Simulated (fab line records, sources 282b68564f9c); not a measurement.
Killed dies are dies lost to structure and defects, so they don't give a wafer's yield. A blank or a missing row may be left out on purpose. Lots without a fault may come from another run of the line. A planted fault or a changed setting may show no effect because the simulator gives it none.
fab line records | flow rit_cmos
record lots=6 wafers=18 last_day=7
route steps=202 shown FOX2@24 NWELL@28 PWELL@39 WELLDRIVE@50 M1@202
lots that met no fault: from a run of the same line without faults
start_h: hours from the record's first day to the start of the lot's first wafer shown | wait_h: hours since the lot's step before | " the same as in the row above | L1.1+2: a row that stands for several wafers | - no value, or no start given | * or withheld: withheld | < > ~ a bound
route shown NAME@n: a module of which the file shows steps, and the number in the route of the first | usual: mean/standard deviation of fault-free wafers | same: alike in all rows | chamber/n: place in a boat | sites: the reading at each site | _std_site: their standard deviation | _edge_site: outer sites' mean less inner sites' | radius_mm: how far each site lies from the wafer's centre | mask NAME#n: copy n | behind: the tool/chamber that last shaped the wafer | hold: why the lot was held/for how many hours/how that ended | device: the transistor (n, p or np) that didn't switch | end of line: the same wafers' tests at the end of the route | a step without rows: its recipe alone | killed: dies lost to structure and defects at the first sort, not the wafer's yield | map: a wafer's dies, x killed, . not, _ none there
set.NAME: the setting as run; set.NAME@STEP: as run at that earlier step | model.NAME: the simulator's own value behind a step, which no gauge read
lots at some steps of the route; a table a step, a row a wafer
services: from which hour (start_h, from the record's first day; less than 0 if before it) a tool's chamber was out of use, for how many hours, and why
## steps
# step RIT_FOX2_THK_MEAS_01
# recipe reads=SiO2_of_FOX2_OXIDATION_00
# usual FOX2_OXIDE_THK=352/6.2
# columns lot.wafer tool chamber start_h wait_h FOX2_OXIDE_THK[nm]
L407.1 film_metro-03 - 20.50 0.0 359
L407.3 " - " " 357
L407.4 " - " " 360
L414.1 film_metro-04 - 54.59 0.0 346
L414.2 " - " " 344
L414.4 " - " " 354
L418.1 film_metro-01 - 76.73 0.0 361
L418.2 " - " " 362
L418.6 " - " " 357
L420.2 film_metro-03 - 85.55 0.0 344
L420.4 " - " " 342
L420.5 " - " " 345
L422.1 film_metro-03 - 95.94 0.0 361
L422.2 " - " " 362
L422.6 " - " " 363
L427.1 film_metro-01 - 119.24 0.0 348
L427.2 " - " " 354
L427.4 " - " " 352
# step RIT_FOX2_CLEAN_02
# recipe chemistry=dHF dilution=50:1 time_s=180
# step RIT_FOX2_WET_ETCH_03
# recipe chemistry=H3PO4 target=Si3N4 target_depth_nm=195 temp_c=165 time_s=2801
# step RIT_FOX2_THK_MEAS_90
# recipe reads=SiO2_of_FOX2_OXIDATION_00
# usual FIELD_OXIDE_LEFT_1_THK=325/6.2
# columns lot.wafer tool chamber start_h wait_h FIELD_OXIDE_LEFT_1_THK[nm]
L407.1 film_metro-04 - 21.51 0.0 332
L407.3 " - " " 330
L407.4 " - " " 332
L414.1 film_metro-01 - 55.62 0.0 318
L414.2 " - " " 317
L414.4 " - " " 326
L418.1 film_metro-01 - 77.68 0.0 333
L418.2 " - " " 334
L418.6 " - " " 329
L420.2 film_metro-01 - 86.43 0.0 317
L420.4 " - " " 315
L420.5 " - " " 318
L422.1 film_metro-03 - 96.81 0.0 334
L422.2 " - " " 334
L422.6 " - " " 335
L427.1 film_metro-03 - 120.12 0.0 320
L427.2 " - " " 327
L427.4 " - " " 325
# step RIT_NWELL_HMDS_00
# recipe prime_time_s=60 prime_temp_c=140
# step RIT_NWELL_COAT_01
# recipe resist=NOVOLAK spin_rpm=2000 resist_thk_nm=1300
# step RIT_NWELL_SOFTBAKE_02
# recipe resist=NOVOLAK temp_c=90 time_s=60
# step RIT_NWELL_EXPOSE_03
# recipe mask_id=M2 na=0.57 target_cd_nm=43900 dose_mj=250
# step RIT_NWELL_PEB_04
# recipe resist=NOVOLAK temp_c=withheld time_s=withheld
# step RIT_NWELL_DEVELOP_05
# recipe resist=NOVOLAK develop_time_s=68 dev_temp_c=23
# step RIT_NWELL_OVL_MEAS_06
# usual NWELL_OVL=0.4/1.5
# columns lot.wafer tool chamber start_h wait_h NWELL_OVL[nm]
L407.1 overlay-01 - 22.57 - 0.8
L407.3 " - " " 1.5
L407.4 " - " " 1.7
L414.1 overlay-02 - 56.68 - 1.0
L414.2 " - " " 0.3
L414.4 " - " " 1.1
L418.1 overlay-01 - 78.74 - 1.0
L418.2 " - " " -0.7
L418.6 " - " " -0.5
L420.2 overlay-01 - 87.65 - 1.1
L420.4 " - " " -0.5
L420.5 " - " " -0.2
L422.1 overlay-02 - 97.76 - -0.1
L422.2 " - " " 1.1
L422.6 " - " " 1.2
L427.1 overlay-01 - 121.32 - 3.4
L427.2 " - " " 3.7
L427.4 " - " " 1.7
# step RIT_NWELL_HARDBAKE_07
# recipe resist=NOVOLAK temp_c=140 time_s=120
# step RIT_NWELL_IMPLANT_08
# recipe species=P energy_kev=170 dose_cm2=5e+13 tilt_deg=7
# usual beam_on_s=9.99/0.19 dose_ions_cm2=4.999e+13/5e+10 faraday_current_uA=158.7/2.9
# columns lot.wafer tool chamber start_h wait_h beam_on_s dose_ions_cm2 faraday_current_uA
L407.1 implanter-02 0 22.86 0.2 10.25 4.989e+13 153.7
L407.3 " 0 " " 10.22 4.998e+13 155.4
L407.4 " 0 " " 9.55 4.995e+13 165.2
L414.1 implanter-04 0 56.97 0.2 9.99 4.995e+13 158.4
L414.2 " 0 " " 9.88 4.997e+13 160.6
L414.4 " 0 " " 9.83 5.003e+13 161.5
L418.1 implanter-04 0 79.03 0.2 9.67 4.892e+13 159.3
L418.2 " 0 " " 9.79 4.895e+13 158.1
L418.6 " 0 " " 9.80 4.894e+13 158.2
L420.2 implanter-04 0 87.96 0.2 9.71 4.894e+13 160.1
L420.4 " 0 " " 9.89 4.899e+13 156.8
L420.5 " 0 " " 10.22 4.896e+13 151.5
L422.1 implanter-01 0 98.04 0.2 10.14 5.001e+13 156.0
L422.2 " 0 " " 10.14 5.002e+13 156.2
L422.6 " 0 " " 9.97 5.002e+13 159.2
L427.1 implanter-01 0 121.61 0.2 9.85 5.006e+13 160.7
L427.2 " 0 " " 9.95 5.004e+13 159.0
L427.4 " 0 " " 9.98 5.003e+13 158.0
# step RIT_NWELL_STRIP_09
# recipe chemistry=O2 time_s=180 resist=NOVOLAK platen_temp_c=withheld power_w=500 pressure_mtorr=4000 o2_flow_sccm=4000
# usual drypump_motor_current_A=5.73/0.29
# columns lot.wafer tool chamber start_h wait_h drypump_motor_current_A rf_hours_counter_h
L407.1 plasma_asher-01 1 23.01 0.1 5.54 38
L407.3 " 0 " " 6.22 -
L407.4 " 1 " " 5.55 -
L414.1 plasma_asher-04 0 57.12 0.1 5.42 40
L414.2 " 1 " " 5.60 40
L414.4 " 1 " " 5.57 -
L418.1 plasma_asher-01 1 79.18 0.1 5.55 44
L418.2 " 0 " " 6.23 44
L418.6 " 1 " " 5.53 -
L420.2 plasma_asher-04 1 88.08 0.1 5.57 44
L420.4 " 1 " " 5.56 -
L420.5 " 0 " " 5.39 -
L422.1 plasma_asher-04 1 98.19 0.1 5.58 45
L422.2 " 0 " " 5.43 45
L422.6 " 0 " " 5.42 -
L427.1 plasma_asher-04 1 121.76 0.1 5.58 0
L427.2 " 0 " " 5.45 0
L427.4 " 1 " " 5.58 -
# step RIT_NWELL_TW_MEAS_10
# usual NWELL_TW=2148/14
# columns lot.wafer tool chamber start_h wait_h NWELL_TW
L407.1 film_metro-03 - 23.19 0.1 2144
L407.3 " - " " 2144
L407.4 " - " " 2144
L414.1 film_metro-04 - 57.29 0.1 2137
L414.2 " - " " 2139
L414.4 " - " " 2154
L418.1 film_metro-04 - 79.35 0.1 2137
L418.2 " - " " 2140
L418.6 " - " " 2140
L420.2 film_metro-04 - 88.27 0.1 2146
L420.4 " - " " 2130
L420.5 " - " " 2140
L422.1 film_metro-04 - 98.37 0.1 2176
L422.2 " - " " 2165
L422.6 " - " " 2171
L427.1 film_metro-03 - 121.93 0.1 2167
L427.2 " - " " 2156
L427.4 " - " " 2158
# step RIT_PWELL_HMDS_00
# recipe prime_time_s=60 prime_temp_c=140
# step RIT_PWELL_COAT_01
# recipe resist=NOVOLAK spin_rpm=2000 resist_thk_nm=1300
# step RIT_PWELL_SOFTBAKE_02
# recipe resist=NOVOLAK temp_c=90 time_s=62.36
# usual heater_power_total_W=34.56/0.047 plate_sensor_t_centre_C=90.969/0.0095 plate_sensor_t_edge_C=91.020/0.01
# columns lot.wafer tool chamber start_h wait_h heater_power_total_W plate_sensor_t_centre_C plate_sensor_t_edge_C
L407.1 litho_track-02 0 23.55 0.1 34.63 90.960 91.016
L407.3 " 0 " " 34.61 90.966 91.012
L407.4 " 0 " " 34.56 90.965 91.035
L414.1 litho_track-02 0 57.65 0.1 34.52 90.978 91.026
L414.2 " 0 " " 34.56 90.982 91.012
L414.4 " 0 " " 34.53 90.950 91.010
L418.1 litho_track-03 0 79.71 0.1 34.55 90.974 91.031
L418.2 " 0 " " 34.58 90.953 91.026
L418.6 " 0 " " 34.66 90.973 91.026
L420.2 litho_track-03 0 88.64 0.1 34.59 90.970 91.022
L420.4 " 0 " " 34.53 90.960 91.005
L420.5 " 0 " " 34.47 90.963 91.018
L422.1 litho_track-03 0 98.73 0.1 34.60 90.975 91.047
L422.2 " 0 " " 34.58 90.981 91.009
L422.6 " 0 " " 34.58 90.972 91.028
L427.1 litho_track-03 0 122.29 0.1 34.52 90.975 91.043
L427.2 " 0 " " 34.49 90.958 91.026
L427.4 " 0 " " 34.51 90.977 91.003
# step RIT_PWELL_EXPOSE_03
# recipe mask_id=M3 na=0.57 target_cd_nm=43700 dose_mj=250
# step RIT_PWELL_PEB_04
# recipe resist=NOVOLAK temp_c=withheld time_s=withheld
# step RIT_PWELL_DEVELOP_05
# recipe resist=NOVOLAK develop_time_s=68 dev_temp_c=23
# step RIT_PWELL_OVL_MEAS_06
# usual PWELL_OVL=-0.9/1.6
# columns lot.wafer tool chamber start_h wait_h PWELL_OVL[nm]
L407.1 overlay-01 - 24.13 - 0.6
L407.3 " - " " -2.0
L407.4 " - " " -1.1
L414.1 overlay-02 - 58.36 - 0.8
L414.2 " - " " -1.1
L414.4 " - " " -1.2
L418.1 overlay-02 - 80.42 - -2.2
L418.2 " - " " -2.9
L418.6 " - " " -2.6
L420.2 overlay-02 - 89.20 - -1.7
L420.4 " - " " -2.7
L420.5 " - " " -2.3
L422.1 overlay-01 - 99.31 - 3.9
L422.2 " - " " 1.9
L422.6 " - " " 1.7
L427.1 overlay-01 - 123.00 - -1.5
L427.2 " - " " -1.7
L427.4 " - " " -0.5
# step RIT_PWELL_HARDBAKE_07
# recipe resist=NOVOLAK temp_c=140 time_s=120
# step RIT_PWELL_IMPLANT_08
# recipe species=B energy_kev=170 dose_cm2=7e+13 tilt_deg=7
# step RIT_PWELL_STRIP_09
# recipe chemistry=O2 time_s=180 resist=NOVOLAK platen_temp_c=withheld power_w=500 pressure_mtorr=4000 o2_flow_sccm=4000
# usual drypump_motor_current_A=5.82/0.26
# columns lot.wafer tool chamber start_h wait_h drypump_motor_current_A rf_hours_counter_h
L407.1 plasma_asher-04 0 24.56 0.1 5.45 37
L407.3 " 1 " " 5.58 -
L407.4 " 0 " " 5.41 -
L414.1 plasma_asher-03 1 58.79 0.1 5.82 26
L414.2 " 0 " " 6.04 26
L414.4 " 1 " " 5.81 -
L418.1 plasma_asher-04 0 80.86 0.1 5.46 43
L418.2 " 1 " " 5.57 43
L418.6 " 1 " " 5.57 -
L420.2 plasma_asher-03 1 89.63 0.1 5.82 30
L420.4 " 1 " " 5.82 -
L420.5 " 1 " " 5.81 -
L422.1 plasma_asher-03 0 99.75 0.1 6.05 31
L422.2 " 1 " " 5.84 31
L422.6 " 0 " " 6.04 -
L427.1 plasma_asher-03 0 123.43 0.1 6.09 34
L427.2 " 1 " " 5.82 34
L427.4 " 0 " " 6.08 -
# step RIT_PWELL_TW_MEAS_10
# usual PWELL_TW=952/8.9
# columns lot.wafer tool chamber start_h wait_h PWELL_TW
L407.1 film_metro-04 - 24.74 0.1 957
L407.3 " - " " 957
L407.4 " - " " 955
L414.1 film_metro-03 - 58.97 0.1 954
L414.2 " - " " 955
L414.4 " - " " 953
L418.1 film_metro-03 - 81.03 0.1 956
L418.2 " - " " 950
L418.6 " - " " 961
L420.2 film_metro-03 - 89.82 0.1 956
L420.4 " - " " 956
L420.5 " - " " 958
L422.1 film_metro-04 - 99.92 0.1 965
L422.2 " - " " 960
L422.6 " - " " 967
L427.1 film_metro-02 - 123.61 0.1 953
L427.2 " - " " 954
L427.4 " - " " 954
# step RIT_WELLDRIVE_ANNEAL_00
# recipe temp_c=1100 time_s=14700 ambient=N2
# step RIT_WELLDRIVE_RS_MEAS_01
# recipe thk_meas_gauge=four-point-probe
# usual NWELL_RS=275.6/0.67
# columns lot.wafer tool chamber start_h wait_h NWELL_RS[ohm/sq]
L407.1 film_metro-03 - 29.88 0.0 276.3
L407.3 " - " " 276.5
L407.4 " - " " 275.9
L414.1 film_metro-04 - 64.11 0.0 275.9
L414.2 " - " " 276.2
L414.4 " - " " 275.9
L418.1 film_metro-02 - 86.90 0.0 278.6
L418.2 " - " " 278.3
L418.6 " - " " 279.4
L420.2 film_metro-04 - 94.97 0.0 278.7
L420.4 " - " " 279.0
L420.5 " - " " 279.3
L422.1 film_metro-04 - 105.12 0.0 276.0
L422.2 " - " " 276.2
L422.6 " - " " 275.6
L427.1 film_metro-03 - 128.75 0.0 275.1
L427.2 " - " " 275.0
L427.4 " - " " 276.0
# step RIT_WELLDRIVE_RS_MEAS_02
# recipe thk_meas_gauge=four-point-probe
# usual PWELL_RS=429.9/1.3
# columns lot.wafer tool chamber start_h wait_h PWELL_RS[ohm/sq]
L407.1 film_metro-03 - 30.00 0.1 431.3
L407.3 " - " " 431.4
L407.4 " - " " 432.3
L414.1 film_metro-04 - 64.23 0.1 427.9
L414.2 " - " " 429.0
L414.4 " - " " 429.7
L418.1 film_metro-02 - 87.02 0.1 429.6
L418.2 " - " " 428.3
L418.6 " - " " 428.9
L420.2 film_metro-04 - 95.09 0.1 430.4
L420.4 " - " " 428.9
L420.5 " - " " 429.0
L422.1 film_metro-04 - 105.24 0.1 429.1
L422.2 " - " " 429.6
L422.6 " - " " 430.0
L427.1 film_metro-03 - 128.87 0.1 429.2
L427.2 " - " " 428.8
L427.4 " - " " 429.9
# step RIT_M1_PROBE_99
# usual killed_at_front_end=7.2/2.5 killed_dies=7.3/2.5 killed_open=3.8/1.9 killed_short=3.5/1.8
# same gross_dies=264 killed_at_M0_to_M3=0 killed_at_M4_up=0 killed_at_back_side=0 killed_at_contacts=0 killed_at_other=0
# columns lot.wafer tool chamber start_h wait_h killed_at_front_end killed_dies killed_open killed_short model.etest.well_edge_left.line_ohm_um model.etest.well_edge_right.line_ohm_um
L407.1 prober-02 - 59.38 0.1 10 10 6 4 184.8 182.3
L407.3 prober-02 - 59.48 0.2 8 8 3 5 184.8 183.3
L407.4 prober-02 - 59.53 0.2 4 4 2 2 183.5 183.7
L414.1 prober-02 - 96.18 0.1 8 8 5 3 183.4 182.5
L414.2 prober-02 - 96.23 0.1 6 6 3 3 181.8 182.3
L414.4 prober-02 - 96.33 0.2 3 3 1 1 182.7 181.9
L418.1 prober-01 - 118.15 0.1 5 5 4 1 184.8 184.6
L418.2 prober-01 - 118.20 0.1 10 10 7 3 184.6 183.2
L418.6 prober-01 - 118.40 0.2 10 10 6 4 187.6 183.6
L420.2 prober-01 - 125.81 0.1 4 4 3 1 186.6 185.3
L420.4 prober-01 - 125.91 0.2 6 6 2 4 184.7 184.7
L420.5 prober-01 - 125.96 0.2 7 7 3 4 185.4 188.6
L422.1 prober-01 - 134.63 0.1 3 3 1 2 183.4 183.9
L422.2 prober-01 - 134.68 0.1 7 7 6 1 183.5 179.2
L422.6 prober-01 - 134.88 0.2 7 7 4 3 187.4 180.8
L427.1 prober-02 - 159.91 0.1 7 7 5 2 182.3 181.4
L427.2 prober-02 - 159.96 0.1 10 10 8 2 181.3 182.4
L427.4 prober-02 - 160.06 0.2 4 4 2 2 181.6 180.7
# killed by level:class
L407.1 GATE:geometric_particle:open=3 FOX1:geometric_particle:open=2 FOX1:geometric_particle:short=1 GATE:geometric_particle:short=1 SPACER:geometric_particle:short=1 SILICIDE:geometric_particle:short=1 SILICIDE:geometric_particle:open=1
L407.3 FOX1:geometric_particle:short=2 REOX:geometric_particle:open=2 GATE:geometric_particle:short=1 GATE:geometric_particle:open=1 REOX:geometric_particle:short=1 SILICIDE:geometric_particle:short=1
L407.4 GATE:geometric_particle:open=1 GATE:geometric_particle:short=1 SILICIDE:geometric_particle:short=1 SILICIDE:geometric_particle:open=1
L414.1 SILICIDE:geometric_particle:open=5 FOX2:geometric_particle:short=1 SPACER:geometric_particle:short=1 SILICIDE:geometric_particle:short=1
L414.2 FOX1:geometric_particle:open=2 GATE:geometric_particle:short=2 SPACER:geometric_particle:short=1 SILICIDE:geometric_particle:open=1
L414.4 FOX1:geometric_particle:open=1 SILICIDE:geometric_particle:short=1 GATE:coat_microbubble_printed=1
L418.1 GATE:geometric_particle:open=2 FOX1:geometric_particle:open=1 FOX2:geometric_particle:open=1 GATE:geometric_particle:short=1
L418.2 FOX1:geometric_particle:open=2 REOX:geometric_particle:short=2 SILICIDE:geometric_particle:open=2 FOX2:geometric_particle:open=1 GATE:geometric_particle:open=1 GATE:geometric_particle:short=1 REOX:geometric_particle:open=1
L418.6 GATE:geometric_particle:open=4 SILICIDE:geometric_particle:short=2 FOX1:geometric_particle:open=1 FOX1:geometric_particle:short=1 REOX:geometric_particle:short=1 SILICIDE:geometric_particle:open=1
L420.2 GATE:geometric_particle:open=3 GATE:geometric_particle:short=1
L420.4 SILICIDE:geometric_particle:short=2 GATE:geometric_particle:open=1 GATE:geometric_particle:short=1 REOX:geometric_particle:short=1 SILICIDE:geometric_particle:open=1
L420.5 GATE:geometric_particle:short=2 SILICIDE:geometric_particle:short=2 GATE:geometric_particle:open=1 SPACER:geometric_particle:open=1 SILICIDE:geometric_particle:open=1
L422.1 GATE:geometric_particle:short=1 GATE:geometric_particle:open=1 SPACER:geometric_particle:short=1
L422.2 GATE:geometric_particle:open=4 FOX2:geometric_particle:open=1 GATE:geometric_particle:short=1 SILICIDE:geometric_particle:open=1
L422.6 FOX2:geometric_particle:open=1 FOX2:geometric_particle:short=1 GATE:geometric_particle:short=1 GATE:geometric_particle:open=1 REOX:geometric_particle:open=1 REOX:geometric_particle:short=1 SPACER:geometric_particle:open=1
L427.1 SPACER:geometric_particle:open=3 GATE:geometric_particle:short=2 GATE:geometric_particle:open=1 SILICIDE:geometric_particle:open=1
L427.2 GATE:geometric_particle:open=5 SPACER:geometric_particle:open=2 FOX1:geometric_particle:open=1 REOX:geometric_particle:short=1 SPACER:geometric_particle:short=1
L427.4 FOX1:geometric_particle:short=1 REOX:geometric_particle:open=1 SILICIDE:geometric_particle:open=1 SILICIDE:geometric_particle:short=1
## services
# columns tool chamber start_h hours kind
plasma_asher-03 - 24.30 2.2 repair
implanter-01 - 36.80 3.0 repair
implanter-04 - 44.46 2.6 repair
implanter-02 - 49.55 4.1 pm
plasma_asher-03 - 80.05 2.8 pm
plasma_asher-01 - 86.60 2.0 repair
implanter-01 - 87.16 1.8 repair
implanter-01 - 96.89 0.7 repair
plasma_asher-04 - 108.75 9.0 pm
plasma_asher-04 0 108.75 9.0 vent_cycle
plasma_asher-04 1 108.75 9.0 vent_cycle
plasma_asher-04 0 117.75 - clean
plasma_asher-04 1 117.75 - clean
## key
first_sign step=RIT_NWELL_IMPLANT_08 reading=dose_ions_cm2 direction=down sigmas=21 usual=4.999e+13 struck=4.895e+13
effect step=RIT_WELLDRIVE_RS_MEAS_01 reading=NWELL_RS direction=up sigmas=4.9 usual=275.6 struck=278.9
model_effect step=RIT_M1_PROBE_99 value=etest.well_edge_left.line_ohm_um without=182.8 struck=185.6
met_at RIT_NWELL_IMPLANT_08
struck_wafers L418.1,L418.2,L418.6,L420.2,L420.4,L420.5
tester_left_out L418,L420
onset_between 56.97 79.03
fault kind=process_parameter_drift tool=implanter-04 chamber=- onset_h=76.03 steps=RIT_NWELL_IMPLANT_08 channel=dose_cm2 offset=-1.0534e+12 shape=step end_h=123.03 acts_in=these_recipes_only stated=5e+13
# tester_left_out: of these lots the tester's yield and bins aren't shown, on N5 and GAA mostly nor the transistor test; their killed dies are dies lost to structure and defects alone, not to doping, threshold or leakage, so they don't give the yield
